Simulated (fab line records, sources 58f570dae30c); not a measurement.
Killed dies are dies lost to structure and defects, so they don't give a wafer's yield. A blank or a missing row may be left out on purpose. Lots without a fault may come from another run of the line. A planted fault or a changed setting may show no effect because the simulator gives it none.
One fault seen from 2 desks | flow berkeley_cmos170 | each desk has only its own numbers; what lay behind them comes last

THE TOOL OWNER'S DESK: furnace-02
The tool's own readings at UCB170_SCREENOX_OXIDATION_01 (target thk 14.4 nm, ox time 2400 s): means of the sampled wafers that have a number, for each lot that ran on this tool. A lot is out of limits, marked OUT, if its mean lies more than 4 standard deviations from the usual mean; the brackets give that distance.
Columns: A = tube_center_temp_C at UCB170_SCREENOX_OXIDATION_01, usual 900 C; B = zone_power_centre_pct at UCB170_SCREENOX_OXIDATION_01, usual 43 %
lot  | first seen here | A   | B
L992 | day 6 02:26     | 900 | 45
L993 | day 6 02:26     | 900 | 45
L994 | day 6 12:43     | 900 | 45
L102 | day 8 04:58     | 900 | 46
L103 | day 8 04:58     | 900 | 45
L104 | day 8 17:49     | 900 | 45
This desk's finding: nothing out of limits on any of the 6 lots.

THE METROLOGY DESK
What the gauges read, lot by lot, whatever tool the lot ran on: means of the sampled wafers that have a number. A lot is out of limits, marked OUT, if its mean lies more than 4 standard deviations from the usual mean; the brackets give that distance.
Columns: A = M3_BOW at UCB170_M3_BOW_MEAS_20, usual 34 um
lot  | first seen here | A
L993 | day 8 18:40     | 31
L992 | day 8 18:44     | 31
L994 | day 9 07:14     | 42
L997 | day 9 18:20     | 30
L101 | day 10 08:53    | 30
L103 | day 10 15:35    | 50
L102 | day 10 19:41    | 35
L104 | day 11 00:33    | 31
L109 | day 11 14:46    | 40
L108 | day 11 18:50    | 40
L107 | day 11 20:06    | 41
L106 | day 11 20:22    | 31
This desk's finding: nothing out of limits on any of the 12 lots.

PUT TOGETHER
The tool owner's desk saw nothing out of limits.
The metrology desk saw nothing out of limits.

WHAT THE SIMULATOR HAD PUT IN
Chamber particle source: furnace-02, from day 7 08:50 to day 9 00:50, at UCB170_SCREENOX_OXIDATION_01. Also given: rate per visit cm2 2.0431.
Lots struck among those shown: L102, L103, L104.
